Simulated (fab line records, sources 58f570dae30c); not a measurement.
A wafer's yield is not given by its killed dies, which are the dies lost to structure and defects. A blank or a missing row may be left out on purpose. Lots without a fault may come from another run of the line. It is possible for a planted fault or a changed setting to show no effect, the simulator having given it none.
fab line records + flow berkeley-cmos170
record
- lots=14
- wafers=42
- last-day=12
route steps=331 shown NSD@193 M1@238 V2@305 M3@310
lots with no fault: from the same line, run without faults
start-h: hours from the record's opening day to when the first of the lot's shown wafers began + wait-h: hours since the lot's step before + " the same as in the row above + L1.1+2: a row that stands for several wafers + - no value present, or no start provided + * or withheld: withheld + < > ~ a bound
route shown NAME@n: names a module that has steps shown in the file, with the first one's number in the route + usual: the fault-free wafers' mean and standard deviation + same: alike in all rows + chamber/n: place in a boat + sites: per-site readings + _std_site: standard deviation across them + _edge_site: mean of outer sites minus mean of inner sites + radius-mm: how far each site lies from the wafer's centre + mask NAME#n: copy n + behind: the most recent tool/chamber to have shaped the wafer + hold: reason for holding the lot/hours on hold/outcome of the hold + device: transistor that didn't switch, given as n, p or np + end of line: tests of these same wafers at the route's end + for a step that has no rows: nothing shown but its recipe + killed: dies lost to structure and defects at the first sort, not the wafer's yield + map: per-die view of a wafer (x killed, . not killed, _ where there is no die)
set.NAME: the setting the step ran with; set.NAME@STEP: the setting that earlier step ran with + model.NAME: the simulator's own value behind a step, which no gauge read
a sample of lots followed through the steps of the route, with each step as a table and each wafer as a row
services: a tool's chamber out of use, with start hour (start-h, from the record's first day; less than 0 if before it), hours out, and reason
## steps
# step UCB170_NSD_CD_MEAS_06
# recipe
- target-cd-nm=1200
# usual
- cd-nm=1200.6/1.3
| lot.wafer | tool      | chamber | start-h | wait-h | cd-nm  |
|-----------|-----------|---------|---------|--------|--------|
| L422.2    | cd-sem-02 | -       | 143.61  | -      | 1201.4 |
| L422.4    | "         | -       | "       | "      | 1199.8 |
| L422.6    | "         | -       | "       | "      | 1200.4 |
| L421.3    | cd-sem-02 | -       | 143.83  | -      | 1198.7 |
| L421.4    | "         | -       | "       | "      | 1198.4 |
| L421.5    | "         | -       | "       | "      | 1198.9 |
| L423.1    | cd-sem-02 | -       | 149.40  | -      | 1202.3 |
| L423.5    | "         | -       | "       | "      | 1202.5 |
| L423.6    | "         | -       | "       | "      | 1202.8 |
| L426.1    | cd-sem-02 | -       | 157.72  | -      | 1200.4 |
| L426.3    | "         | -       | "       | "      | 1199.8 |
| L426.6    | "         | -       | "       | "      | 1199.8 |
| L424.3    | cd-sem-01 | -       | 158.00  | -      | 1199.7 |
| L424.5    | "         | -       | "       | "      | 1199.9 |
| L424.6    | "         | -       | "       | "      | 1200.7 |
| L425.1    | cd-sem-02 | -       | 158.78  | -      | 1200.8 |
| L425.5    | "         | -       | "       | "      | 1199.4 |
| L425.6    | "         | -       | "       | "      | 1200.8 |
| L428.1    | cd-sem-02 | -       | 171.01  | -      | 1200.0 |
| L428.3    | "         | -       | "       | "      | 1200.1 |
| L428.4    | "         | -       | "       | "      | 1198.3 |
| L427.3    | cd-sem-01 | -       | 171.07  | -      | 1201.3 |
| L427.4    | "         | -       | "       | "      | 1201.6 |
| L427.6    | "         | -       | "       | "      | 1201.7 |
| L432.2    | cd-sem-02 | -       | 186.39  | -      | 1200.0 |
| L432.4    | "         | -       | "       | "      | 1200.2 |
| L432.5    | "         | -       | "       | "      | 1202.0 |
| L436.1    | cd-sem-02 | -       | 214.32  | -      | 1199.3 |
| L436.2    | "         | -       | "       | "      | 1200.3 |
| L436.6    | "         | -       | "       | "      | 1199.6 |
| L437.1    | cd-sem-02 | -       | 215.11  | -      | 1202.7 |
| L437.4    | "         | -       | "       | "      | 1200.7 |
| L437.5    | "         | -       | "       | "      | 1200.9 |
| L439.1    | cd-sem-01 | -       | 226.61  | -      | 1199.7 |
| L439.3    | "         | -       | "       | "      | 1200.1 |
| L439.4    | "         | -       | "       | "      | 1201.1 |
| L440.1    | cd-sem-02 | -       | 226.82  | -      | 1198.9 |
| L440.2    | "         | -       | "       | "      | 1199.6 |
| L440.6    | "         | -       | "       | "      | 1200.1 |
| L443.2    | cd-sem-02 | -       | 251.40  | -      | 1199.8 |
| L443.4    | "         | -       | "       | "      | 1201.0 |
| L443.5    | "         | -       | "       | "      | 1199.5 |
# step UCB170_M1_SPUTTER_00
# recipe
- material=Al
- target-thk-nm=600
- time-s=80
- power-w=6000
- chamber-pressure-pa=0.5
# usual
- throttle-valve-pct=30.8/1.1
| lot.wafer | tool           | chamber | start-h | wait-h | throttle-valve-pct |
|-----------|----------------|---------|---------|--------|--------------------|
| L422.2    | pvd-sputter-01 | -       | 153.05  | 0.0    | 32.4               |
| L422.4    | "              | -       | "       | "      | 29.5               |
| L422.6    | "              | -       | "       | "      | 32.3               |
| L421.3    | pvd-sputter-02 | -       | 153.43  | 0.0    | 30.0               |
| L421.4    | "              | -       | "       | "      | 31.4               |
| L421.5    | "              | -       | "       | "      | 30.0               |
| L423.1    | pvd-sputter-02 | -       | 157.71  | 0.0    | 30.1               |
| L423.5    | "              | -       | "       | "      | 31.3               |
| L423.6    | "              | -       | "       | "      | 29.6               |
| L426.1    | pvd-sputter-01 | -       | 166.13  | 0.0    | 32.2               |
| L426.3    | "              | -       | "       | "      | 29.8               |
| L426.6    | "              | -       | "       | "      | 31.6               |
| L424.3    | pvd-sputter-02 | -       | 168.98  | 0.0    | 30.0               |
| L424.5    | "              | -       | "       | "      | 29.7               |
| L424.6    | "              | -       | "       | "      | 30.0               |
| L425.1    | pvd-sputter-01 | -       | 169.20  | 0.0    | 32.4               |
| L425.5    | "              | -       | "       | "      | 29.8               |
| L425.6    | "              | -       | "       | "      | 31.7               |
| L428.1    | pvd-sputter-01 | -       | 178.92  | 0.0    | 32.2               |
| L428.3    | "              | -       | "       | "      | 30.0               |
| L428.4    | "              | -       | "       | "      | 31.6               |
| L427.3    | pvd-sputter-03 | -       | 179.52  | 0.0    | 31.2               |
| L427.4    | "              | -       | "       | "      | 32.7               |
| L427.6    | "              | -       | "       | "      | 29.0               |
| L432.2    | pvd-sputter-02 | -       | 196.81  | 0.0    | 29.8               |
| L432.4    | "              | -       | "       | "      | 31.6               |
| L432.5    | "              | -       | "       | "      | 29.6               |
| L436.1    | pvd-sputter-03 | -       | 221.20  | 0.0    | 32.4               |
| L436.2    | "              | -       | "       | "      | 31.6               |
| L436.6    | "              | -       | "       | "      | 32.4               |
| L437.1    | pvd-sputter-03 | -       | 223.17  | 0.0    | 31.5               |
| L437.4    | "              | -       | "       | "      | 31.5               |
| L437.5    | "              | -       | "       | "      | 32.7               |
| L439.1    | pvd-sputter-01 | -       | 234.08  | 0.0    | 32.3               |
| L439.3    | "              | -       | "       | "      | 31.5               |
| L439.4    | "              | -       | "       | "      | 29.7               |
| L440.1    | pvd-sputter-02 | -       | 234.84  | 0.0    | 29.8               |
| L440.2    | "              | -       | "       | "      | 31.7               |
| L440.6    | "              | -       | "       | "      | 29.9               |
| L443.2    | pvd-sputter-02 | -       | 261.22  | 0.0    | 29.6               |
| L443.4    | "              | -       | "       | "      | 29.9               |
| L443.5    | "              | -       | "       | "      | 29.8               |
# step UCB170_M1_RS_MEAS_01
# recipe
- thk-meas-gauge=four-point-probe
- reads=Al_of_M1_SPUTTER_00
# usual
- M1_AL_RS=0.0485/0.00049
| lot.wafer | tool          | chamber | start-h | wait-h | M1_AL_RS[ohm/sq] |
|-----------|---------------|---------|---------|--------|------------------|
| L422.2    | film-metro-02 | -       | 153.13  | 0.1    | 0.0489           |
| L422.4    | "             | -       | "       | "      | 0.0489           |
| L422.6    | "             | -       | "       | "      | 0.0488           |
| L421.3    | film-metro-01 | -       | 153.53  | 0.1    | 0.0477           |
| L421.4    | "             | -       | "       | "      | 0.0481           |
| L421.5    | "             | -       | "       | "      | 0.0483           |
| L423.1    | film-metro-02 | -       | 157.77  | 0.0    | 0.0481           |
| L423.5    | "             | -       | "       | "      | 0.0482           |
| L423.6    | "             | -       | "       | "      | 0.0481           |
| L426.1    | film-metro-02 | -       | 166.19  | 0.0    | 0.0494           |
| L426.3    | "             | -       | "       | "      | 0.0490           |
| L426.6    | "             | -       | "       | "      | 0.0496           |
| L424.3    | film-metro-01 | -       | 169.08  | 0.1    | 0.0492           |
| L424.5    | "             | -       | "       | "      | 0.0498           |
| L424.6    | "             | -       | "       | "      | 0.0495           |
| L425.1    | film-metro-04 | -       | 169.26  | 0.0    | 0.0486           |
| L425.5    | "             | -       | "       | "      | 0.0481           |
| L425.6    | "             | -       | "       | "      | 0.0485           |
| L428.1    | film-metro-04 | -       | 178.99  | 0.0    | 0.0488           |
| L428.3    | "             | -       | "       | "      | 0.0484           |
| L428.4    | "             | -       | "       | "      | 0.0487           |
| L427.3    | film-metro-01 | -       | 179.63  | 0.1    | 0.0485           |
| L427.4    | "             | -       | "       | "      | 0.0481           |
| L427.6    | "             | -       | "       | "      | 0.0483           |
| L432.2    | film-metro-01 | -       | 196.89  | 0.1    | 0.0487           |
| L432.4    | "             | -       | "       | "      | 0.0485           |
| L432.5    | "             | -       | "       | "      | 0.0490           |
| L436.1    | film-metro-02 | -       | 221.27  | 0.0    | 0.0374           |
| L436.2    | "             | -       | "       | "      | 0.0375           |
| L436.6    | "             | -       | "       | "      | 0.0373           |
| L437.1    | film-metro-04 | -       | 223.23  | 0.0    | 0.0375           |
| L437.4    | "             | -       | "       | "      | 0.0372           |
| L437.5    | "             | -       | "       | "      | 0.0374           |
| L439.1    | film-metro-04 | -       | 234.14  | 0.0    | 0.0481           |
| L439.3    | "             | -       | "       | "      | 0.0482           |
| L439.4    | "             | -       | "       | "      | 0.0475           |
| L440.1    | film-metro-02 | -       | 234.90  | 0.0    | 0.0488           |
| L440.2    | "             | -       | "       | "      | 0.0490           |
| L440.6    | "             | -       | "       | "      | 0.0487           |
| L443.2    | film-metro-02 | -       | 261.30  | 0.1    | 0.0486           |
| L443.4    | "             | -       | "       | "      | 0.0487           |
| L443.5    | "             | -       | "       | "      | 0.0488           |
# step UCB170_M1_THK_MEAS_02
# recipe
- thk-meas-gauge=xrf
- reads=Al_of_M1_SPUTTER_00
# usual
- M1_AL_THK=597/6.9
| lot.wafer | tool          | chamber | start-h | wait-h | M1_AL_THK[nm] |
|-----------|---------------|---------|---------|--------|---------------|
| L422.2    | film-metro-02 | -       | 153.24  | 0.1    | 596           |
| L422.4    | "             | -       | "       | "      | 592           |
| L422.6    | "             | -       | "       | "      | 597           |
| L421.3    | film-metro-01 | -       | 153.63  | 0.1    | 601           |
| L421.4    | "             | -       | "       | "      | 595           |
| L421.5    | "             | -       | "       | "      | 599           |
| L423.1    | film-metro-02 | -       | 157.89  | 0.1    | 603           |
| L423.5    | "             | -       | "       | "      | 601           |
| L423.6    | "             | -       | "       | "      | 603           |
| L426.1    | film-metro-02 | -       | 166.31  | 0.1    | 587           |
| L426.3    | "             | -       | "       | "      | 594           |
| L426.6    | "             | -       | "       | "      | 589           |
| L424.3    | film-metro-01 | -       | 169.18  | 0.1    | 584           |
| L424.5    | "             | -       | "       | "      | 578           |
| L424.6    | "             | -       | "       | "      | 584           |
| L425.1    | film-metro-04 | -       | 169.38  | 0.1    | 593           |
| L425.5    | "             | -       | "       | "      | 607           |
| L425.6    | "             | -       | "       | "      | 598           |
| L428.1    | film-metro-04 | -       | 179.11  | 0.1    | 593           |
| L428.3    | "             | -       | "       | "      | 602           |
| L428.4    | "             | -       | "       | "      | 597           |
| L427.3    | film-metro-01 | -       | 179.73  | 0.1    | 596           |
| L427.4    | "             | -       | "       | "      | 597           |
| L427.6    | "             | -       | "       | "      | 595           |
| L432.2    | film-metro-01 | -       | 197.00  | 0.1    | 586           |
| L432.4    | "             | -       | "       | "      | 592           |
| L432.5    | "             | -       | "       | "      | 587           |
| L436.1    | film-metro-02 | -       | 221.39  | 0.1    | 770           |
| L436.2    | "             | -       | "       | "      | 762           |
| L436.6    | "             | -       | "       | "      | 773           |
| L437.1    | film-metro-04 | -       | 223.35  | 0.1    | 768           |
| L437.4    | "             | -       | "       | "      | 776           |
| L437.5    | "             | -       | "       | "      | 771           |
| L439.1    | film-metro-04 | -       | 234.26  | 0.1    | 610           |
| L439.3    | "             | -       | "       | "      | 606           |
| L439.4    | "             | -       | "       | "      | 611           |
| L440.1    | film-metro-02 | -       | 235.02  | 0.1    | 590           |
| L440.2    | "             | -       | "       | "      | 586           |
| L440.6    | "             | -       | "       | "      | 592           |
| L443.2    | film-metro-02 | -       | 261.41  | 0.1    | 598           |
| L443.4    | "             | -       | "       | "      | 595           |
| L443.5    | "             | -       | "       | "      | 595           |
# step UCB170_M1_METAL_ETCH_12
# recipe
- chemistry=Cl2/BCl3
- target=Al
- stop-on=PSG
- pressure-mtorr=12
- target-depth-a=7800
- over-etch-frac=0.3
- time-s=130
- icp-w=600
- bias-w=120
- Cl2_flow_sccm=90
- bcl3-flow-sccm=45
# usual
- drypump-motor-current-A=5.7/0.42
- oes-product-au=0.853/0.017
- throttle-valve-pct=24.38/0.13
| lot.wafer | tool         | chamber | start-h | wait-h | drypump-motor-current-A | oes-product-au | rf-hours-counter-h | throttle-valve-pct |
|-----------|--------------|---------|---------|--------|-------------------------|----------------|--------------------|--------------------|
| L422.2    | rie-metal-03 | 0       | 154.74  | -      | 6.0                     | 0.827          | 1                  | 24.34              |
| L422.4    | "            | 0       | "       | "      | 6.0                     | 0.826          | -                  | 24.35              |
| L422.6    | "            | 0       | "       | "      | 6.1                     | 0.823          | -                  | 24.35              |
| L421.3    | rie-metal-02 | 1       | 155.02  | -      | 5.2                     | 0.865          | -                  | 24.65              |
| L421.4    | "            | 0       | "       | "      | 5.3                     | 0.852          | -                  | 24.31              |
| L421.5    | "            | 1       | "       | "      | 5.2                     | 0.860          | -                  | 24.67              |
| L423.1    | rie-metal-03 | 1       | 160.24  | -      | 6.2                     | 0.869          | 3                  | 24.33              |
| L423.5    | "            | 0       | "       | "      | 6.1                     | 0.831          | -                  | 24.35              |
| L423.6    | "            | 1       | "       | "      | 6.2                     | 0.871          | -                  | 24.36              |
| L426.1    | rie-metal-01 | 1       | 168.70  | -      | 5.9                     | 0.869          | 9                  | 24.21              |
| L426.3    | "            | 1       | "       | "      | 5.9                     | 0.869          | -                  | 24.23              |
| L426.6    | "            | 0       | "       | "      | 5.4                     | 0.841          | -                  | 24.38              |
| L424.3    | rie-metal-02 | 1       | 171.53  | -      | 5.2                     | 0.846          | -                  | 24.65              |
| L424.5    | "            | 0       | "       | "      | 5.3                     | 0.835          | -                  | 24.32              |
| L424.6    | "            | 1       | "       | "      | 5.2                     | 0.843          | -                  | 24.68              |
| L425.1    | rie-metal-01 | 0       | 171.76  | -      | 5.4                     | 0.842          | 6                  | 24.39              |
| L425.5    | "            | 1       | "       | "      | 5.9                     | 0.879          | -                  | 24.22              |
| L425.6    | "            | 0       | "       | "      | 5.4                     | 0.856          | -                  | 24.38              |
| L428.1    | rie-metal-02 | 0       | 180.66  | -      | 5.3                     | 0.837          | 8                  | 24.33              |
| L428.3    | "            | 1       | "       | "      | 5.2                     | 0.847          | -                  | 24.67              |
| L428.4    | "            | 0       | "       | "      | 5.3                     | 0.847          | -                  | 24.33              |
| L427.3    | rie-metal-03 | 1       | 181.25  | -      | 6.3                     | 0.864          | -                  | 24.33              |
| L427.4    | "            | 0       | "       | "      | 6.1                     | 0.835          | -                  | 24.36              |
| L427.6    | "            | 0       | "       | "      | 6.1                     | 0.834          | -                  | 24.35              |
| L432.2    | rie-metal-02 | 0       | 198.61  | -      | 5.3                     | 0.843          | 8                  | 24.32              |
| L432.4    | "            | 0       | "       | "      | 5.3                     | 0.847          | -                  | 24.33              |
| L432.5    | "            | 0       | "       | "      | 5.3                     | 0.843          | -                  | 24.33              |
| L436.1    | rie-metal-03 | 1       | 222.82  | -      | 6.3                     | 1.002          | 5                  | 24.27              |
| L436.2    | "            | 0       | "       | "      | 6.1                     | 0.952          | 3                  | 24.29              |
| L436.6    | "            | 0       | "       | "      | 6.1                     | 0.956          | -                  | 24.29              |
| L437.1    | rie-metal-03 | 1       | 224.65  | -      | 6.3                     | 1.001          | 6                  | 24.29              |
| L437.4    | "            | 0       | "       | "      | 6.1                     | 0.955          | -                  | 24.28              |
| L437.5    | "            | 1       | "       | "      | 6.3                     | 1.003          | -                  | 24.27              |
| L439.1    | rie-metal-02 | 1       | 235.87  | -      | 5.2                     | 0.851          | 2                  | 24.65              |
| L439.3    | "            | 1       | "       | "      | 5.2                     | 0.854          | -                  | 24.65              |
| L439.4    | "            | 0       | "       | "      | 5.3                     | 0.852          | -                  | 24.31              |
| L440.1    | rie-metal-01 | 1       | 236.45  | -      | 5.9                     | 0.873          | 11                 | 24.22              |
| L440.2    | "            | 0       | "       | "      | 5.4                     | 0.843          | 8                  | 24.39              |
| L440.6    | "            | 0       | "       | "      | 5.4                     | 0.850          | -                  | 24.39              |
| L443.2    | rie-metal-03 | 0       | 262.80  | -      | 6.1                     | 0.829          | 4                  | 24.34              |
| L443.4    | "            | 0       | "       | "      | 6.1                     | 0.819          | -                  | 24.37              |
| L443.5    | "            | 0       | "       | "      | 6.0                     | 0.825          | -                  | 24.36              |
# step UCB170_V2_OVL_MEAS_13
# usual
- V2_OVL=-7/5
| lot.wafer | tool       | chamber | start-h | wait-h | V2_OVL[nm] |
|-----------|------------|---------|---------|--------|------------|
| L422.2    | overlay-01 | -       | 167.88  | 0.1    | -16        |
| L422.4    | "          | -       | "       | "      | -18        |
| L422.6    | "          | -       | "       | "      | -17        |
| L421.3    | overlay-02 | -       | 168.99  | 0.1    | -6         |
| L421.4    | "          | -       | "       | "      | -9         |
| L421.5    | "          | -       | "       | "      | -1         |
| L423.1    | overlay-02 | -       | 173.93  | 0.1    | -5         |
| L423.5    | "          | -       | "       | "      | -6         |
| L423.6    | "          | -       | "       | "      | -9         |
| L426.1    | overlay-01 | -       | 178.80  | 0.1    | -4         |
| L426.3    | "          | -       | "       | "      | -5         |
| L426.6    | "          | -       | "       | "      | -13        |
| L425.1    | overlay-01 | -       | 183.88  | 0.1    | -4         |
| L425.5    | "          | -       | "       | "      | -11        |
| L425.6    | "          | -       | "       | "      | -13        |
| L424.3    | overlay-02 | -       | 184.17  | 0.1    | 1          |
| L424.5    | "          | -       | "       | "      | -5         |
| L424.6    | "          | -       | "       | "      | -1         |
| L427.3    | overlay-02 | -       | 194.38  | 0.1    | -9         |
| L427.4    | "          | -       | "       | "      | -5         |
| L427.6    | "          | -       | "       | "      | -10        |
| L428.1    | overlay-01 | -       | 194.56  | 0.1    | -10        |
| L428.3    | "          | -       | "       | "      | -10        |
| L428.4    | "          | -       | "       | "      | -10        |
| L432.2    | overlay-01 | -       | 209.50  | 0.1    | -11        |
| L432.4    | "          | -       | "       | "      | -18        |
| L432.5    | "          | -       | "       | "      | -12        |
| L436.1    | overlay-01 | -       | 236.95  | 0.1    | -14        |
| L436.2    | "          | -       | "       | "      | 0          |
| L436.6    | "          | -       | "       | "      | -14        |
| L437.1    | overlay-01 | -       | 237.38  | 0.1    | -9         |
| L437.4    | "          | -       | "       | "      | -8         |
| L437.5    | "          | -       | "       | "      | -13        |
| L440.1    | overlay-01 | -       | 248.04  | 0.1    | -16        |
| L440.2    | "          | -       | "       | "      | -11        |
| L440.6    | "          | -       | "       | "      | -15        |
| L439.1    | overlay-01 | -       | 248.68  | 0.1    | -12        |
| L439.3    | "          | -       | "       | "      | -7         |
| L439.4    | "          | -       | "       | "      | -8         |
| L443.2    | overlay-02 | -       | 274.93  | 0.1    | -17        |
| L443.4    | "          | -       | "       | "      | -14        |
| L443.5    | "          | -       | "       | "      | -5         |
# step UCB170_M3_SPUTTER_01
# recipe
- material=Al
- target-thk-nm=900
- time-s=120
- power-w=6000
- chamber-pressure-pa=0.5
# usual
- throttle-valve-pct=30.5/0.98
| lot.wafer | tool           | chamber | start-h | wait-h | throttle-valve-pct |
|-----------|----------------|---------|---------|--------|--------------------|
| L422.2    | pvd-sputter-04 | -       | 168.38  | 0.0    | 31.6               |
| L422.4    | "              | -       | "       | "      | 30.3               |
| L422.6    | "              | -       | "       | "      | 31.3               |
| L421.3    | pvd-sputter-04 | -       | 169.48  | 0.0    | 31.8               |
| L421.4    | "              | -       | "       | "      | 29.4               |
| L421.5    | "              | -       | "       | "      | 30.2               |
| L423.1    | pvd-sputter-04 | -       | 174.43  | 0.0    | 29.8               |
| L423.5    | "              | -       | "       | "      | 29.7               |
| L423.6    | "              | -       | "       | "      | 31.4               |
| L426.1    | pvd-sputter-01 | -       | 179.30  | 0.0    | 29.4               |
| L426.3    | "              | -       | "       | "      | 31.4               |
| L426.6    | "              | -       | "       | "      | 31.4               |
| L425.1    | pvd-sputter-01 | -       | 184.38  | 0.0    | 32.3               |
| L425.5    | "              | -       | "       | "      | 32.2               |
| L425.6    | "              | -       | "       | "      | 31.5               |
| L424.3    | pvd-sputter-02 | -       | 184.66  | 0.0    | 30.2               |
| L424.5    | "              | -       | "       | "      | 30.2               |
| L424.6    | "              | -       | "       | "      | 30.1               |
| L427.3    | pvd-sputter-04 | -       | 194.87  | 0.0    | 29.7               |
| L427.4    | "              | -       | "       | "      | 31.3               |
| L427.6    | "              | -       | "       | "      | 29.5               |
| L428.1    | pvd-sputter-02 | -       | 195.06  | 0.0    | 31.6               |
| L428.3    | "              | -       | "       | "      | 30.1               |
| L428.4    | "              | -       | "       | "      | 30.3               |
| L432.2    | pvd-sputter-01 | -       | 209.99  | 0.0    | 29.7               |
| L432.4    | "              | -       | "       | "      | 29.3               |
| L432.5    | "              | -       | "       | "      | 31.6               |
| L436.1    | pvd-sputter-04 | -       | 237.45  | 0.0    | 30.6               |
| L436.2    | "              | -       | "       | "      | 29.8               |
| L436.6    | "              | -       | "       | "      | 29.5               |
| L437.1    | pvd-sputter-01 | -       | 237.88  | 0.0    | 32.7               |
| L437.4    | "              | -       | "       | "      | 29.6               |
| L437.5    | "              | -       | "       | "      | 29.6               |
| L440.1    | pvd-sputter-04 | -       | 248.59  | 0.0    | 29.4               |
| L440.2    | "              | -       | "       | "      | 31.6               |
| L440.6    | "              | -       | "       | "      | 31.7               |
| L439.1    | pvd-sputter-01 | -       | 249.18  | 0.0    | 32.3               |
| L439.3    | "              | -       | "       | "      | 31.4               |
| L439.4    | "              | -       | "       | "      | 29.3               |
| L443.2    | pvd-sputter-01 | -       | 275.43  | 0.0    | 31.9               |
| L443.4    | "              | -       | "       | "      | 32.4               |
| L443.5    | "              | -       | "       | "      | 31.3               |
## services
| tool           | chamber | start-h | hours | kind                   |
|----------------|---------|---------|-------|------------------------|
| pvd-sputter-03 | -       | 148.72  | 8.1   | repair                 |
| pvd-sputter-01 | -       | 156.48  | 4.7   | repair                 |
| pvd-sputter-03 | -       | 194.08  | 2.1   | repair                 |
| pvd-sputter-02 | 3       | 204.91  | -     | consumable-replace:kit |
| pvd-sputter-02 | 3       | 204.91  | 18.0  | scheduled-down         |
| pvd-sputter-02 | 3       | 204.91  | 18.0  | vent-cycle             |
| rie-metal-02   | -       | 207.76  | 28.1  | pm                     |
| pvd-sputter-02 | -       | 214.42  | 7.2   | repair                 |
| pvd-sputter-03 | -       | 215.29  | 3.3   | repair                 |
| pvd-sputter-02 | -       | 218.83  | 5.2   | repair                 |
## key
first-sign
- step=UCB170_M1_RS_MEAS_01
- reading=M1_AL_RS
- direction=down
- sigmas=23
- usual=0.0485
- struck=0.0374
effect
- step=UCB170_M1_THK_MEAS_02
- reading=M1_AL_THK
- direction=up
- sigmas=25
- usual=597
- struck=770
effect
- step=UCB170_M1_METAL_ETCH_12
- reading=oes-product-au
- direction=up
- sigmas=7.2
- usual=0.853
- struck=0.978
met-at UCB170_M1_SPUTTER_00
struck-lots L436,L437
sort-left-out L436.1,L436.2,L436.6,L437.1,L437.4,L437.5
not-acting-at UCB170_NSD_CD_MEAS_06,UCB170_V2_OVL_MEAS_13,UCB170_M3_SPUTTER_01
onset-between 179.52 221.20
fault
- kind=process-parameter-drift
- tool=pvd-sputter-03
- chamber=-
- onset-h=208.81
- steps=UCB170_M1_SPUTTER_00
- channel=time-s
- offset=*
- shape=step
- end-h=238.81
- acts-in=*
- stated=*
# sort-left-out: the simulated sort isn't trusted on such a fault, so these wafers' sort isn't shown, and their yield isn't known
